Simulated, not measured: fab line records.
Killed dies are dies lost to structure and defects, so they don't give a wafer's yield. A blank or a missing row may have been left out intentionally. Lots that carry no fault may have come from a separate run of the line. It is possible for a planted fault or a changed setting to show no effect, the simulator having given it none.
fab line records | flow berkeley_cmos170
[record] lots = 6 wafers = 18 last_day = 11
route steps=331 shown PWELL@36
lots with no fault: from the same line, run without faults
start_h: hours from the record's opening day to when the first of the lot's shown wafers began | wait_h: hours from the lot's prior step to this one | " identical to the entry in the row above | L1.1+2: a single row standing in for several wafers | - either no value or no given start | * or withheld: withheld | < > ~ a bound
route shown NAME@n: NAME is a module with steps in the file, n the number in the route of the first one | usual: the fault-free wafers' mean and standard deviation | same: alike in all rows | chamber/n: place in a boat | sites: the reading at each site | _std_site: their standard deviation | _edge_site: inner sites' mean taken away from outer sites' mean | radius_mm: how far each site lies from the wafer's centre | mask NAME#n: copy n | behind: the last tool/chamber to shape the wafer | hold: why the lot went on hold/how many hours it stayed there/how the hold came to an end | device: names the non-switching transistor (n, p or np) | end of line: at the end of the route, the tests of the same wafers | a step without rows: its recipe alone | killed: the dies lost at the first sort to structure and to defects; this is not the yield of the wafer | map: dies across one wafer; x = killed, . = not, _ = none there
set.NAME: the run value of the setting; set.NAME@STEP: its run value at that earlier step | model.NAME: the simulator's own value behind a step, which no gauge read
a table for each step, a row for each wafer; lots at some steps of the route
services: when a tool's chamber went out of use (start_h, in hours from the record's first day, below 0 if earlier), for how many hours, and the reason
[[steps]]
[step UCB170_PWELL_OXIDATION_02]
[recipe] temp_c = 1000 ambient = O2 target_thk_a = 264 ox_time_s = 1260
[step UCB170_PWELL_THK_MEAS_03]
[recipe] reads = SiO2_of_PWELL_OXIDATION_02
[usual] PWELL_OXIDE_THK = 26.2/0.42
// columns lot.wafer tool chamber start_h wait_h PWELL_OXIDE_THK[nm]
L176.2 film_metro-04 - 54.15 0.0 26.7
L176.5 " - " " 26.2
L176.6 " - " " 26.4
L184.2 film_metro-04 - 89.48 0.0 26.1
L184.3 " - " " 25.8
L184.6 " - " " 26.3
L186.1 film_metro-03 - 94.36 0.1 26.3
L186.5 " - " " 26.4
L186.6 " - " " 25.7
L188.3 film_metro-01 - 112.35 0.0 26.7
L188.4 " - " " 26.6
L188.5 " - " " 26.7
L195.2 film_metro-01 - 145.25 0.0 26.8
L195.3 " - " " 26.9
L195.5 " - " " 26.9
L196.1 film_metro-01 - 152.77 0.0 26.1
L196.5 " - " " 25.9
L196.6 " - " " 26.1
[step UCB170_PWELL_ANNEAL_04]
[recipe] temp_c = 1000 time_s = 900 ambient = N2
[step UCB170_PWELL_CVD_05]
[recipe] material = Si3N4 target_thk_nm = 220 temp_c = 800 precursor = SiH2Cl2/NH3 time_s = 3300 pressure_mtorr = 200 sih2cl2_flow_sccm = 25 nh3_flow_sccm = 75
[step UCB170_PWELL_THK_MEAS_06]
[recipe] reads = Si3N4_of_PWELL_CVD_05
[usual] PWELL_NITRIDE_THK = 220.2/2.5
// columns lot.wafer tool chamber start_h wait_h PWELL_NITRIDE_THK[nm]
L176.2 film_metro-03 - 60.11 0.0 218.5
L176.5 " - " " 217.4
L176.6 " - " " 218.0
L184.2 film_metro-01 - 94.87 0.0 219.2
L184.3 " - " " 217.8
L184.6 " - " " 217.5
L186.1 film_metro-04 - 101.28 0.0 224.1
L186.5 " - " " 225.0
L186.6 " - " " 224.9
L188.3 film_metro-04 - 118.77 0.0 216.4
L188.4 " - " " 217.3
L188.5 " - " " 218.1
L195.2 film_metro-04 - 152.81 0.0 221.5
L195.3 " - " " 220.6
L195.5 " - " " 219.6
L196.1 film_metro-03 - 161.25 0.0 221.8
L196.5 " - " " 222.2
L196.6 " - " " 221.4
[step UCB170_PWELL_HMDS_07]
[recipe] prime_time_s = 60 prime_temp_c = 100
[step UCB170_PWELL_COAT_08]
[recipe] resist = KrF spin_rpm = 1500 resist_thk_nm = 900
[step UCB170_PWELL_SOFTBAKE_09]
[recipe] resist = KrF temp_c = 130 time_s = 60
[step UCB170_PWELL_EXPOSE_10]
[recipe] mask_id = PWELL target_cd_nm = 3000 na = 0.5 sigma_outer = 0.6 source_shape = conventional dose_mj = 19
[step UCB170_PWELL_PEB_11]
[recipe] peb_temp_c = 130 peb_time_s = withheld resist = KrF
[step UCB170_PWELL_DEVELOP_12]
[recipe] developer = TMAH develop_time_s = 45 resist = KrF dev_temp_c = 21
[step UCB170_PWELL_OVL_MEAS_13]
[usual] PWELL_OVL = -2/5.2
// columns lot.wafer tool chamber start_h wait_h PWELL_OVL[nm]
L176.2 overlay-02 - 62.01 - -3
L176.5 " - " " 2
L176.6 " - " " -6
L184.2 overlay-02 - 96.30 - 3
L184.3 " - " " -7
L184.6 " - " " -1
L186.1 overlay-02 - 103.42 - 2
L186.5 " - " " -1
L186.6 " - " " 0
L188.3 overlay-01 - 120.17 - -1
L188.4 " - " " -1
L188.5 " - " " -1
L195.2 overlay-01 - 154.21 - -2
L195.3 " - " " -1
L195.5 " - " " -3
L196.1 overlay-01 - 163.38 - 0
L196.5 " - " " 1
L196.6 " - " " -5
[step UCB170_PWELL_ETCH_14]
[recipe] chemistry = CH3F/Ar/O2 target = Si3N4 stop_on = SiO2 CH3F_flow_sccm = 20 Ar_flow_sccm = 50 O2_flow_sccm = 7 pressure_mtorr = 50 rf_w = 450 target_depth_a = 2420 over_etch_frac = 0.1 time_s = 151
[usual] drypump_motor_current_A = 5.7/0.34 oes_product_au = 0.945/0.012 throttle_valve_pct = 8.05/0.14
// columns lot.wafer tool chamber start_h wait_h drypump_motor_current_A oes_product_au rf_hours_counter_h throttle_valve_pct model.etch.depth_nm model.KrF_of_PWELL_COAT_08.thk_nm model.SiO2_of_PWELL_OXIDATION_02.thk_nm
L176.2 rie_diel-03 1 62.04 0.0 6.2 0.942 142 8.07 218.4 725.7 22.65
L176.5 " 0 " " 5.8 0.936 - 7.89 217.6 726.1 21.92
L176.6 " 1 " " 6.2 0.940 - 8.07 217.9 726.4 22.47
L184.2 rie_diel-03 2 96.33 0.0 5.9 0.807 6 7.91 170.4 770.8 23.49
L184.3 " 3 " " 5.7 0.949 124 8.30 217.8 725.5 21.77
L184.6 " 3 " " 5.8 0.931 - 8.28 217.4 723.2 22.34
L186.1 rie_diel-03 2 103.46 0.0 5.9 0.820 7 7.92 170.4 771.4 23.77
L186.5 " 2 " " 5.9 0.804 - 7.91 171.3 771.6 23.78
L186.6 " 3 " " 5.7 0.961 - 8.31 224.7 723.7 21.78
L188.3 rie_diel-02 1 120.20 0.0 5.1 0.933 52 8.06 216.2 727 22.81
L188.4 " 2 " " 5.3 0.953 29 8.15 217.4 725.3 22.93
L188.5 " 1 " " 5.1 0.930 - 8.07 218.2 727.4 22.85
L195.2 rie_diel-02 2 154.24 0.0 5.3 0.965 31 8.16 221.7 729.6 23.15
L195.3 " 3 " " 5.7 0.943 5 8.12 220.6 729.2 22.92
L195.5 " 3 " " 5.7 0.936 - 8.12 219.6 728.9 22.92
L196.1 rie_diel-04 2 163.42 0.0 5.8 0.928 124 8.17 221.6 723.9 22.41
L196.5 " 1 " " 5.2 0.941 - 7.79 222.2 725.9 22.31
L196.6 " 2 " " 5.8 0.926 - 8.17 221.3 722.5 22.48
[step UCB170_PWELL_IMPLANT_15]
[recipe] species = B dose_cm2 = 5e+12 energy_kev = 60 tilt_deg = 7
[step UCB170_PWELL_STRIP_16]
[recipe] chemistry = O2 power_w = 400 pressure_mtorr = 3500 platen_temp_c = withheld o2_flow_sccm = 400 overash_fraction = 0.5
[usual] drypump_motor_current_A = 5.44/0.3 oes_product_au = 0.721/0.0044 strip_time_to_endpoint_s = 18.08/0.077
// columns lot.wafer tool chamber start_h wait_h drypump_motor_current_A oes_product_au rf_hours_counter_h strip_time_to_endpoint_s
L176.2 plasma_asher-01 0 62.29 0.1 5.23 0.725 31 18.12
L176.5 " 0 " " 5.24 0.726 - 18.12
L176.6 " 1 " " 5.90 0.720 - 18.13
L184.2 plasma_asher-02 0 96.58 0.1 5.01 0.725 41 19.20
L184.3 " 0 " " 4.99 0.716 - 18.11
L184.6 " 0 " " 5.02 0.722 - 18.05
L186.1 plasma_asher-02 0 103.71 0.1 5.03 0.725 42 19.20
L186.5 " 1 " " 5.56 0.728 - 19.22
L186.6 " 0 " " 5.05 0.723 - 18.06
L188.3 plasma_asher-01 1 120.48 0.1 5.85 0.717 - 18.15
L188.4 " 0 " " 5.27 0.715 - 18.10
L188.5 " 1 " " 5.87 0.719 - 18.15
L195.2 plasma_asher-02 0 154.49 0.1 5.04 0.715 47 18.22
L195.3 " 0 " " 5.03 0.717 - 18.20
L195.5 " 0 " " 5.06 0.719 - 18.18
L196.1 plasma_asher-01 1 163.67 0.1 5.90 0.726 5 18.06
L196.5 " 1 " " 5.90 0.715 - 18.11
L196.6 " 0 " " 5.25 0.716 - 18.02
[step UCB170_PWELL_TW_MEAS_17]
[usual] PWELL_TW = 379.4/2.9
// columns lot.wafer tool chamber start_h wait_h PWELL_TW
L176.2 film_metro-04 - 62.40 0.1 375.6
L176.5 " - " " 373.5
L176.6 " - " " 376.7
L184.2 film_metro-03 - 96.69 0.1 382.6
L184.3 " - " " 382.1
L184.6 " - " " 379.6
L186.1 film_metro-01 - 103.81 0.1 379.5
L186.5 " - " " 378.8
L186.6 " - " " 380.8
L188.3 film_metro-01 - 120.57 0.1 380.5
L188.4 " - " " 378.1
L188.5 " - " " 378.4
L195.2 film_metro-01 - 154.60 0.1 378.5
L195.3 " - " " 378.4
L195.5 " - " " 378.0
L196.1 film_metro-04 - 163.77 0.1 371.8
L196.5 " - " " 370.5
L196.6 " - " " 374.7
[[services]]
// columns tool chamber start_h hours kind
plasma_asher-01 - 38.86 3.4 pm
plasma_asher-02 - 48.55 0.6 repair
rie_diel-03 3 52.33 2.5 repair
rie_diel-02 0 87.07 - clean
rie_diel-02 0 87.07 22.3 scheduled_down
rie_diel-02 0 87.07 22.3 vent_cycle
plasma_asher-01 - 108.81 9.0 pm
plasma_asher-01 0 108.81 9.0 vent_cycle
plasma_asher-01 1 108.81 9.0 vent_cycle
rie_diel-04 - 110.62 2.1 repair
plasma_asher-01 0 117.81 - clean
plasma_asher-01 1 117.81 - clean
plasma_asher-02 - 118.50 8.3 repair
rie_diel-04 2 126.21 6.0 repair
rie_diel-04 - 140.20 0.2 repair
rie_diel-04 0 155.21 22.6 repair
[[key]]
[first_sign] step = UCB170_PWELL_ETCH_14 reading = oes_product_au direction = down sigmas = 12 usual = 0.945 struck = 0.810
[effect] step = UCB170_PWELL_STRIP_16 reading = strip_time_to_endpoint_s direction = up sigmas = 14 usual = * struck = *
[model_effect] step = UCB170_PWELL_ETCH_14 value = etch.depth_nm without = 222.7 struck = 170.7
met_at UCB170_PWELL_ETCH_14
struck_wafers L184.2,L186.1,L186.5
later_rows_left_out L184.2,L186.1,L186.5
sort_left_out L184.2,L186.1,L186.5
tester_left_out L184,L186
[fault] kind = process_parameter_drift tool = rie_diel-03 chamber = 2 onset_h = 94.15 steps = UCB170_PWELL_ETCH_14 channel = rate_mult offset = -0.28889 shape = step end_h = 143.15
// tester_left_out: of these lots the tester's yield and bins aren't shown, on N5 and GAA mostly nor the transistor test; their killed dies are dies lost to structure and defects alone, not to doping, threshold or leakage, so they don't give the yield
// sort_left_out: the simulated sort isn't trusted on such a fault, so these wafers' sort isn't shown, and their yield isn't known
// later_rows_left_out: the simulator's readings of these wafers behind a module that went badly wrong aren't trusted and aren't shown, but for the sort
